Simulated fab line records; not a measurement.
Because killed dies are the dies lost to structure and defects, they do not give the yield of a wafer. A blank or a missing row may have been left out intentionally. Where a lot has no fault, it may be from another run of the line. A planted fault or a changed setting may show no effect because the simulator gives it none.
Split-lot trial	flow berkeley_cmos170	5 lots, 27 wafers read, on a route of 331 steps

== THE SPLIT ITSELF ==
At UCB170_SACOX_OXIDATION_01 (target thk 14.4 nm, ox time 2400 s), the setting ox_time_s was moved away from the recipe's 2400 s on 18 of the 27 wafers read, by -38.1% to +55.5%. All remaining wafers had this setting at the recipe value.

Split to reading: the file shows no intervening step.

== THE READING ==
SACOX_OXIDE_THK, in nm, at UCB170_SACOX_THK_MEAS_02. Fault-free wafers of this fab line usually give 14.3 nm, standard deviation 0.36 nm.

wafer	tool, chamber at the split	ox_time_s as run, s	against the recipe	SACOX_OXIDE_THK, nm	against lot-mates on the recipe
L077.1	-, -	2400	recipe	14.3	-
L077.2	-, -	2400	recipe	14.6	-
L077.3	-, -	2400	recipe	14.5	-
L077.4	-, -	2400	recipe	14.6	-
L077.5	-, -	2400	recipe	14.7	-
L077.6	-, -	2400	recipe	14.5	-
L078.1	-, -	3732	+55.5%	19.2	no lot-mate on the recipe
L078.2	-, -	3732	+55.5%	19.4	no lot-mate on the recipe
L078.3	-, -	3732	+55.5%	19.5	no lot-mate on the recipe
L078.4	-, -	3732	+55.5%	19.5	no lot-mate on the recipe
L078.5	-, -	3732	+55.5%	19.5	no lot-mate on the recipe
L078.6	-, -	3732	+55.5%	19.6	no lot-mate on the recipe
L081.1	-, -	3043	+26.8%	16.4	no lot-mate on the recipe
L081.2	-, -	3043	+26.8%	16.4	no lot-mate on the recipe
L081.3	-, -	3043	+26.8%	16.4	no lot-mate on the recipe
L081.4	-, -	3043	+26.8%	16.3	no lot-mate on the recipe
L081.5	-, -	3043	+26.8%	16.4	no lot-mate on the recipe
L081.6	-, -	3043	+26.8%	16.4	no lot-mate on the recipe
L083.2	furnace-02, 0	2400	recipe	13.6	-
L083.3	furnace-02, 0	2400	recipe	13.6	-
L083.6	furnace-02, 0	2400	recipe	13.6	-
L085.1	-, -	1486	-38.1%	10.4	no lot-mate on the recipe
L085.2	-, -	1486	-38.1%	10.1	no lot-mate on the recipe
L085.3	-, -	1486	-38.1%	10.2	no lot-mate on the recipe
L085.4	-, -	1486	-38.1%	10.3	no lot-mate on the recipe
L085.5	-, -	1486	-38.1%	10.3	no lot-mate on the recipe
L085.6	-, -	1486	-38.1%	10.3	no lot-mate on the recipe

FIT RESULTS
A straight line over all 27 wafers: SACOX_OXIDE_THK changes by +0.0966 nm for each +1% of ox_time_s; r = +0.99; the points scatter about the line by 0.33 nm.
Too few moved wafers with a lot-mate on the recipe to fit a line net of each lot's own level.

== THE WHOLE CHAIN: every reading that the file lists as answering this split, in the file's order ==
step	what it does	reading	change (the file's fit)	r (the file's)
UCB170_SACOX_OXIDATION_01	target thk 14.4 nm, ox time 2400 s	SiO2_of_SACOX_OXIDATION_01.thk_nm (the simulator's own value, which no gauge read)	+0.0966 nm for each +1% of the setting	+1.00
UCB170_SACOX_THK_MEAS_02		SACOX_OXIDE_THK	+0.0968 for each +1% of the setting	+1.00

== THE FILE'S OWN FIT ==
SACOX_OXIDE_THK changes by +0.0968 nm for each +1% of ox_time_s, r = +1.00.
